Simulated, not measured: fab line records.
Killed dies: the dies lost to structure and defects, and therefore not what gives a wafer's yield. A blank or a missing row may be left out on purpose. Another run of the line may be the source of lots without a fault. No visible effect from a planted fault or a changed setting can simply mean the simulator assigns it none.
What tool caused it? + flow rit-cmos + 21 wafers from 7 lots sampled at 2 of the route's 202 steps

## WHAT THE GAUGES SHOWED, per wafer
RIT_NWELL_TW_MEAS_10.
| lot  | measured    | on            | NWELL_TW       |
|------|-------------|---------------|----------------|
| L314 | day 2 01:56 | film-metro-04 | 2132 2134 2143 |
| L318 | day 3 01:57 | film-metro-01 | 2146 2139 2143 |
| L320 | day 3 08:07 | film-metro-04 | 2140 2138 2139 |
| L326 | day 4 14:20 | film-metro-03 | 2139 2126 2123 |
| L330 | day 5 12:49 | film-metro-01 | 2220 2213 2212 |
| L333 | day 6 02:43 | film-metro-01 | 2131 2150 2143 |
| L335 | day 6 11:47 | film-metro-04 | 2133 2150 2130 |

## TOOL THAT RAN EACH LOT (tool first, then ch and the chambers of the sampled wafers, then the start)
| lot  | RIT_NWELL_IMPLANT_08           |
|------|--------------------------------|
| L314 | implanter-01 ch 0, day 2 01:37 |
| L318 | implanter-01 ch 0, day 3 01:38 |
| L320 | implanter-04 ch 0, day 3 07:47 |
| L326 | implanter-04 ch 0, day 4 14:00 |
| L330 | implanter-04 ch 0, day 5 12:29 |
| L333 | implanter-01 ch 0, day 6 02:25 |
| L335 | implanter-01 ch 0, day 6 11:27 |
- RIT_NWELL_IMPLANT_08

## THE ANSWER, worked out from the rows above alone
Rule: the usual values come from the lots themselves. The widest of any qualifying gaps counts: lots, ordered by their means at a reading, are off when they make up no more than a third of the lots, leave a main group of 4 or more, and stand apart from it by 3 or more times the standard deviation of that group's means. Not used: any main group whose means are identical at the precision the tables above print for the reading. A lot without any number at a reading at which 4 lots or more have one is off too. The other lots that the step has rows for count as sound.
Off: L330, seen at RIT_NWELL_TW_MEAS_10 (NWELL_TW). Mean 2138 and standard deviation 4.3 in the main group.
A tool fits if, at a process step before that reading, it ran every lot that is off, and no sound lot after the first of them. Gauges at RIT_NWELL_TW_MEAS_10: tried the same way as those tools. One fits: implanter-04 at RIT_NWELL_IMPLANT_08. A fault onset in the window from L326 (day 4 14:00, its last sound lot) to L330 (day 5 12:29, its first lot off) fits.

## WHAT THE SIMULATOR HAD PUT IN
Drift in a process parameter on implanter-04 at RIT_NWELL_IMPLANT_08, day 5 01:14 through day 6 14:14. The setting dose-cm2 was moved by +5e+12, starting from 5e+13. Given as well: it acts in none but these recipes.
Struck lots among those shown: L330. Same finding as the rule above.
